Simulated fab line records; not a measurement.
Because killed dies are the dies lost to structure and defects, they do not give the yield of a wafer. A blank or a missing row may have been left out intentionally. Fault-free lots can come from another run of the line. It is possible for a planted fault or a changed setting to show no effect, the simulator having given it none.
fab line records | flow ritCmos
[record] lots = 6 wafers = 18 lastDay = 7
route steps=202 shown PWELL@49 WELLDRIVE@50 NWELL@51 NRETRO@53 PRETRO@64 M1@202
lots that met no fault: taken from a fault-free run of the same line
startH: the number of hours between the record's first day and the start of the first shown wafer of the lot | waitH: how many hours have passed since the lot's step before this one | " same as the row above | L1.1+2: one row covering several wafers at once | - either no value or no given start | * or withheld: withheld | < > ~ a bound
route shown NAME@n: a module of which the file shows steps, and the number in the route of the first | usual: mean/standard deviation taken from wafers without a fault | same: alike in all rows | chamber/n: place in a boat | sites: each site's reading | _std_site: standard deviation across them | _edge_site: inner sites' mean taken away from outer sites' mean | radiusMm: for every site, how far away it sits from the centre of the wafer | mask NAME#n: copy n | behind: the tool/chamber that last shaped the wafer | hold: reason for holding the lot/hours on hold/outcome of the hold | device: transistor that didn't switch, given as n, p or np | end of line: tests run on the same wafers once the route is complete | where a step has no rows: the recipe by itself | killed: dies that structure and defects cost at the first sort, which is not the same as the wafer's yield | map: per-die view of a wafer (x killed, . not killed, _ where there is no die)
set.NAME: the setting the step ran with; set.NAME@STEP: the setting that earlier step ran with | model.NAME: the simulator's own value behind a step, which no gauge read
a table for each step, a row for each wafer; lots at some steps of the route
services: the hour from which a tool's chamber was out of use, counted from the record's first day as startH (under 0 if before that day), plus the number of hours and why
[[steps]]
[step RIT_PWELL_TW_MEAS_10]
[usual] PWELL_TW = 962/14
// columns lot.wafer tool chamber startH waitH PWELL_TW
L479.2 filmMetro-02 - 43.09 0.1 980
L479.5 " - " " 977
L479.6 " - " " 980
L484.1 filmMetro-02 - 67.49 0.1 974
L484.2 " - " " 967
L484.6 " - " " 974
L485.2 filmMetro-03 - 72.72 0.1 966
L485.3 " - " " 967
L485.6 " - " " 965
L491.1 filmMetro-03 - 102.61 0.1 962
L491.5 " - " " 951
L491.6 " - " " 958
L494.3 filmMetro-03 - 117.59 0.1 957
L494.5 " - " " 958
L494.6 " - " " 961
L498.1 filmMetro-02 - 137.65 0.1 979
L498.3 " - " " 976
L498.5 " - " " 977
[step RIT_WELLDRIVE_ANNEAL_00]
[recipe] tempC = 1100 timeS = 14700 ambient = N2
[step RIT_WELLDRIVE_RS_MEAS_01]
[recipe] thkMeasGauge = four-point-probe
[usual] NWELL_RS = 275.4/0.76
// columns lot.wafer tool chamber startH waitH NWELL_RS[ohm/sq]
L479.2 filmMetro-02 - 48.24 0.0 276.7
L479.5 " - " " 276.8
L479.6 " - " " 276.9
L484.1 filmMetro-02 - 72.63 0.0 274.5
L484.2 " - " " 274.6
L484.6 " - " " 275.3
L485.2 filmMetro-04 - 78.27 0.0 275.3
L485.3 " - " " 276.1
L485.6 " - " " 275.4
L491.1 filmMetro-04 - 107.75 0.0 274.9
L491.5 " - " " 274.4
L491.6 " - " " 274.6
L494.3 filmMetro-02 - 123.51 0.0 274.8
L494.5 " - " " 275.2
L494.6 " - " " 275.6
L498.1 filmMetro-03 - 142.80 0.0 274.5
L498.3 " - " " 275.0
L498.5 " - " " 274.4
[step RIT_WELLDRIVE_RS_MEAS_02]
[recipe] thkMeasGauge = four-point-probe
[usual] PWELL_RS = 429.5/1.2
// columns lot.wafer tool chamber startH waitH PWELL_RS[ohm/sq]
L479.2 filmMetro-02 - 48.36 0.1 427.0
L479.5 " - " " 429.1
L479.6 " - " " 428.9
L484.1 filmMetro-02 - 72.75 0.1 429.7
L484.2 " - " " 431.1
L484.6 " - " " 429.6
L485.2 filmMetro-04 - 78.39 0.1 427.3
L485.3 " - " " 428.2
L485.6 " - " " 427.3
L491.1 filmMetro-04 - 107.87 0.1 429.4
L491.5 " - " " 430.4
L491.6 " - " " 429.3
L494.3 filmMetro-02 - 123.63 0.1 431.6
L494.5 " - " " 431.0
L494.6 " - " " 431.3
L498.1 filmMetro-03 - 142.92 0.1 429.7
L498.3 " - " " 429.3
L498.5 " - " " 430.6
[step RIT_NRETRO_HMDS_00]
[recipe] primeTimeS = 60 primeTempC = 140
[step RIT_NRETRO_COAT_01]
[recipe] resist = NOVOLAK spinRpm = 2000 resistThkNm = 1300
[step RIT_NRETRO_SOFTBAKE_02]
[recipe] resist = NOVOLAK tempC = 90 timeS = 60
[step RIT_NRETRO_EXPOSE_03]
[recipe] maskId = M4 na = 0.57 targetCdNm = 43900 doseMj = 250
[step RIT_NRETRO_PEB_04]
[recipe] resist = NOVOLAK tempC = withheld timeS = withheld
[step RIT_NRETRO_DEVELOP_05]
[recipe] resist = NOVOLAK developTimeS = 68 devTempC = 23
[step RIT_NRETRO_OVL_MEAS_06]
[usual] NRETRO_OVL = 0.6/1.2
// columns lot.wafer tool chamber startH waitH NRETRO_OVL[nm]
L479.2 overlay-01 - 49.48 - 0.4
L479.5 " - " " -0.2
L479.6 " - " " -0.3
L484.1 overlay-02 - 73.75 - 1.3
L484.2 " - " " 1.6
L484.6 " - " " 0.6
L485.2 overlay-02 - 79.50 - -0.7
L485.3 " - " " 3.0
L485.6 " - " " 1.0
L491.1 overlay-02 - 109.00 - 1.3
L491.5 " - " " 1.2
L491.6 " - " " 1.9
L494.3 overlay-02 - 124.73 - -1.2
L494.5 " - " " -1.0
L494.6 " - " " 0.4
L498.1 overlay-02 - 143.92 - 1.6
L498.3 " - " " 0.4
L498.5 " - " " 1.4
[step RIT_NRETRO_HARDBAKE_07]
[recipe] resist = NOVOLAK tempC = 140 timeS = 120
[step RIT_NRETRO_IMPLANT_08]
[recipe] species = P energyKev = 70 doseCm2 = 1e+13 tiltDeg = 7
[usual] doseIonsCm2 = 1.0002e+13/1.1e+10 faradayCurrentUA = 31.7/0.61
// columns lot.wafer tool chamber startH waitH doseIonsCm2 faradayCurrentUA
L479.2 implanter-01 0 49.78 0.2 9.994e+12 32.6
L479.5 " 0 " " 9.983e+12 32.1
L479.6 " 0 " " 9.983e+12 32.1
L484.1 implanter-01 0 74.04 0.2 1.0008e+13 31.3
L484.2 " 0 " " 1.0009e+13 31.7
L484.6 " 0 " " 1.0004e+13 30.7
L485.2 implanter-02 0 79.81 0.2 1.0011e+13 32.2
L485.3 " 0 " " 1.0004e+13 31.7
L485.6 " 0 " " 1.0011e+13 32.3
L491.1 implanter-02 0 109.28 0.2 1.5219e+13 48.4
L491.5 " 0 " " 1.5243e+13 49.2
L491.6 " 0 " " 1.5244e+13 48.0
L494.3 implanter-02 0 125.05 0.2 1.5228e+13 47.8
L494.5 " 0 " " 1.5205e+13 47.8
L494.6 " 0 " " 1.5207e+13 48.6
L498.1 implanter-01 0 144.20 0.2 1.0001e+13 32.0
L498.3 " 0 " " 1e+13 31.9
L498.5 " 0 " " 9.996e+12 32.7
[step RIT_NRETRO_STRIP_09]
[recipe] chemistry = O2 timeS = 180 resist = NOVOLAK platenTempC = withheld powerW = 500 pressureMtorr = 4000 o2FlowSccm = 4000
[usual] drypumpMotorCurrentA = 5.5/0.39
// columns lot.wafer tool chamber startH waitH drypumpMotorCurrentA rfHoursCounterH
L479.2 plasmaAsher-02 0 49.91 0.1 6.2 44
L479.5 " 0 " " 6.1 -
L479.6 " 1 " " 5.2 -
L484.1 plasmaAsher-02 0 74.19 0.1 6.2 47
L484.2 " 1 " " 5.1 47
L484.6 " 0 " " 6.1 -
L485.2 plasmaAsher-01 1 79.93 0.1 5.2 20
L485.3 " 1 " " 5.2 -
L485.6 " 1 " " 5.2 -
L491.1 plasmaAsher-01 0 109.43 0.1 5.2 24
L491.5 " 0 " " 5.2 -
L491.6 " 1 " " 5.2 -
L494.3 plasmaAsher-01 0 125.21 0.1 5.2 -
L494.5 " 1 " " 5.2 -
L494.6 " 0 " " 5.2 -
L498.1 plasmaAsher-01 0 144.35 0.1 5.2 27
L498.3 " 1 " " 5.2 -
L498.5 " 0 " " 5.2 -
[step RIT_NRETRO_TW_MEAS_10]
[usual] NRETRO_TW = 1051/8.7
// columns lot.wafer tool chamber startH waitH NRETRO_TW
L479.2 filmMetro-01 - 50.09 0.1 1053
L479.5 " - " " 1058
L479.6 " - " " 1048
L484.1 filmMetro-01 - 74.36 0.1 1052
L484.2 " - " " 1060
L484.6 " - " " 1055
L485.2 filmMetro-03 - 80.12 0.1 1063
L485.3 " - " " 1060
L485.6 " - " " 1057
L491.1 filmMetro-04 - 109.61 0.1 1189
L491.5 " - " " 1193
L491.6 " - " " 1187
L494.3 filmMetro-04 - 125.35 0.1 1193
L494.5 " - " " 1193
L494.6 " - " " 1191
L498.1 filmMetro-01 - 144.53 0.1 1056
L498.3 " - " " 1058
L498.5 " - " " 1058
[step RIT_PRETRO_HMDS_00]
[recipe] primeTimeS = 60 primeTempC = 140
[step RIT_M1_PROBE_99]
[usual] killedAtContacts = 0.1/0.26 killedAtFrontEnd = 7.5/2.8 killedDies = 7.6/2.8 killedOpen = 3.9/2.1 killedShort = 3.7/1.7
[same] grossDies = 264 killed_at_M0_to_M3 = 0 killed_at_M4_up = 0 killedAtBackSide = 0 killedAtOther = 0
// columns lot.wafer tool chamber startH waitH killedAtContacts killedAtFrontEnd killedDies killedOpen killedShort model.etest.pmos_0p3.rOnOhmUm model.etest.pmosTurned.rOnOhmUm model.etest.pmos_0p15.rOnOhmUm model.etest.pmos_0p15.driveUaUm model.etest.pmosTurned.driveUaUm model.etest.pmosNarrow.driveUaUm model.etest.pmos_0p3.driveUaUm model.etest.wellEdgeRight.lineOhmUm
L479.2 prober-01 - 76.63 0.1 0 13 13 12 1 6712 3731 2979 230.6 167 93.82 91.02 180.6
L479.5 prober-01 - 76.78 0.2 0 5 5 2 3 6550 3558 2835 243.4 181.2 97.1 94.87 184.1
L479.6 prober-01 - 76.83 0.2 0 6 6 3 3 6574 3555 2847 244.7 182 97.8 94.46 185
L484.1 prober-02 - 101.71 0.1 1 7 8 4 4 6259 3366 2691 262.9 193.6 101.1 100.2 182.4
L484.2 prober-02 - 101.76 0.1 0 7 7 3 4 6341 3502 2790 252.8 184.7 100.4 99.25 182
L484.6 prober-02 - 101.96 0.2 0 7 7 3 4 6229 3358 2680 262.2 195.4 103.4 101.7 182.2
L485.2 prober-01 - 107.28 0.1 0 7 7 4 3 6262 3500 2773 255.7 186.5 103 102 181.3
L485.3 prober-01 - 107.33 0.2 0 5 5 3 2 6253 3412 2754 261.3 193.8 102.5 102.7 183.1
L485.6 prober-01 - 107.48 0.2 0 6 6 2 4 6319 3505 2827 256.7 187.3 103.4 101.2 183.5
L491.1 prober-01 - 136.31 0.1 0 5 5 2 3 7050 4015 3118 213.2 147.4 83.5 83.03 173.9
L491.5 prober-01 - 136.51 0.2 0 6 6 4 2 6928 3919 3059 220.7 152 83.71 84.01 176.1
L491.6 prober-01 - 136.56 0.2 0 5 5 2 3 7126 4026 3139 213.9 146.6 81.28 81.56 174.7
L494.3 prober-02 - 151.71 0.2 0 6 6 4 2 6777 3746 2956 226.8 159.9 86.44 86.11 175.5
L494.5 prober-02 - 151.81 0.2 0 10 10 8 2 6844 3798 2980 224 161.1 83.83 86.44 175
L494.6 prober-02 - 151.86 0.2 0 9 9 3 6 6847 3918 3033 217.8 153 83.83 85.53 176.2
L498.1 prober-02 - 173.53 0.1 0 8 8 5 3 6342 3363 2774 254.2 196 100.2 99.04 181.9
L498.3 prober-02 - 173.63 0.2 0 7 7 3 4 6384 3392 2762 253.5 196.2 99.95 98.14 183.9
L498.5 prober-02 - 173.73 0.2 1 11 12 7 5 6271 3400 2776 255.4 195.5 101.1 101.2 180.2
// killed by level:class
L479.2 GATE:geometricParticle:open=5 FOX1:geometricParticle:open=2 SILICIDE:geometricParticle:open=2 ACTIVE:geometricParticle:open=1 REOX:geometricParticle:open=1 REOX:geometricParticle:short=1 SPACER:geometricParticle:open=1
L479.5 FOX2:geometricParticle:open=1 GATE:geometricParticle:short=1 REOX:geometricParticle:open=1 SPACER:geometricParticle:short=1 SILICIDE:geometricParticle:short=1
L479.6 GATE:geometricParticle:open=3 GATE:geometricParticle:short=2 FOX1:geometricParticle:short=1
L484.1 GATE:geometricParticle:open=3 GATE:geometricParticle:short=2 FOX1:geometricParticle:open=1 REOX:geometricParticle:short=1 CONTACT:geometricParticle:short=1
L484.2 GATE:geometricParticle:short=2 FOX1:geometricParticle:short=1 FOX1:geometricParticle:open=1 GATE:geometricParticle:open=1 SPACER:geometricParticle:open=1 SPACER:geometricParticle:short=1
L484.6 REOX:geometricParticle:short=3 SILICIDE:geometricParticle:open=2 GATE:geometricParticle:short=1 REOX:geometricParticle:open=1
L485.2 GATE:geometricParticle:open=3 REOX:geometricParticle:short=2 REOX:geometricParticle:open=1 SILICIDE:geometricParticle:short=1
L485.3 FOX2:geometricParticle:short=1 GATE:geometricParticle:open=1 GATE:geometricParticle:short=1 REOX:geometricParticle:open=1 SPACER:geometricParticle:open=1
L485.6 GATE:geometricParticle:short=3 FOX1:geometricParticle:open=1 REOX:geometricParticle:short=1 SPACER:geometricParticle:open=1
L491.1 GATE:geometricParticle:short=2 SPACER:geometricParticle:open=1 SILICIDE:geometricParticle:open=1 SILICIDE:geometricParticle:short=1
L491.5 SPACER:geometricParticle:open=3 GATE:geometricParticle:short=1 SPACER:geometricParticle:short=1 SILICIDE:geometricParticle:open=1
L491.6 FOX1:geometricParticle:short=1 REOX:geometricParticle:open=1 SPACER:geometricParticle:short=1 SILICIDE:geometricParticle:short=1 SILICIDE:geometricParticle:open=1
L494.3 GATE:geometricParticle:open=2 FOX1:geometricParticle:short=1 FOX1:geometricParticle:open=1 GATE:geometricParticle:short=1 SPACER:geometricParticle:open=1
L494.5 FOX1:geometricParticle:open=3 GATE:geometricParticle:open=2 SPACER:geometricParticle:open=2 FOX2:geometricParticle:short=1 FOX2:geometricParticle:open=1 GATE:geometricParticle:short=1
L494.6 GATE:geometricParticle:short=2 SPACER:geometricParticle:short=2 FOX1:geometricParticle:short=1 FOX1:geometricParticle:open=1 GATE:geometricParticle:open=1 SPACER:geometricParticle:open=1 SILICIDE:geometricParticle:short=1
L498.1 GATE:geometricParticle:open=4 FOX2:geometricParticle:short=1 GATE:geometricParticle:short=1 SILICIDE:geometricParticle:open=1 SILICIDE:geometricParticle:short=1
L498.3 GATE:geometricParticle:open=3 GATE:geometricParticle:short=2 SILICIDE:geometricParticle:short=2
L498.5 SPACER:geometricParticle:open=3 GATE:geometricParticle:open=2 GATE:geometricParticle:short=2 FOX1:geometricParticle:short=1 REOX:geometricParticle:short=1 REOX:geometricParticle:open=1 SPACER:geometricParticle:short=1 CONTACT:geometricParticle:open=1
[[services]]
// columns tool chamber startH hours kind
implanter-02 - 26.43 3.8 repair
implanter-01 - 43.62 3.7 pm
implanter-02 - 57.03 3.3 repair
plasmaAsher-01 - 137.26 4.1 repair
implanter-02 - 141.49 2.8 repair
[[key]]
[firstSign] step = RIT_NRETRO_IMPLANT_08 reading = doseIonsCm2 direction = up sigmas = 99+ usual = 1.0002e+13 struck = 1.5224e+13
[effect] step = RIT_NRETRO_IMPLANT_08 reading = faradayCurrentUA direction = up sigmas = 27 usual = 31.7 struck = 48.3
[effect] step = RIT_NRETRO_TW_MEAS_10 reading = NRETRO_TW direction = up sigmas = 16 usual = 1051 struck = 1191
[modelEffect] step = RIT_M1_PROBE_99 value = etest.pmos_0p3.rOnOhmUm without = 6372 struck = 6929
metAt RIT_NRETRO_IMPLANT_08
struckWafers L491.1,L491.5,L491.6,L494.3,L494.5,L494.6
testerLeftOut L491,L494
onsetBetween 79.81 109.28
[fault] kind = processParameterDrift tool = implanter-02 chamber = - onsetH = 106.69 steps = RIT_NRETRO_IMPLANT_08 channel = doseCm2 offset = 5.2305e+12 shape = step endH = 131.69 actsIn = theseRecipesOnly stated = 1e+13
// testerLeftOut: of these lots the tester's yield and bins aren't shown, on N5 and GAA mostly nor the transistor test; their killed dies are dies lost to structure and defects alone, not to doping, threshold or leakage, so they don't give the yield
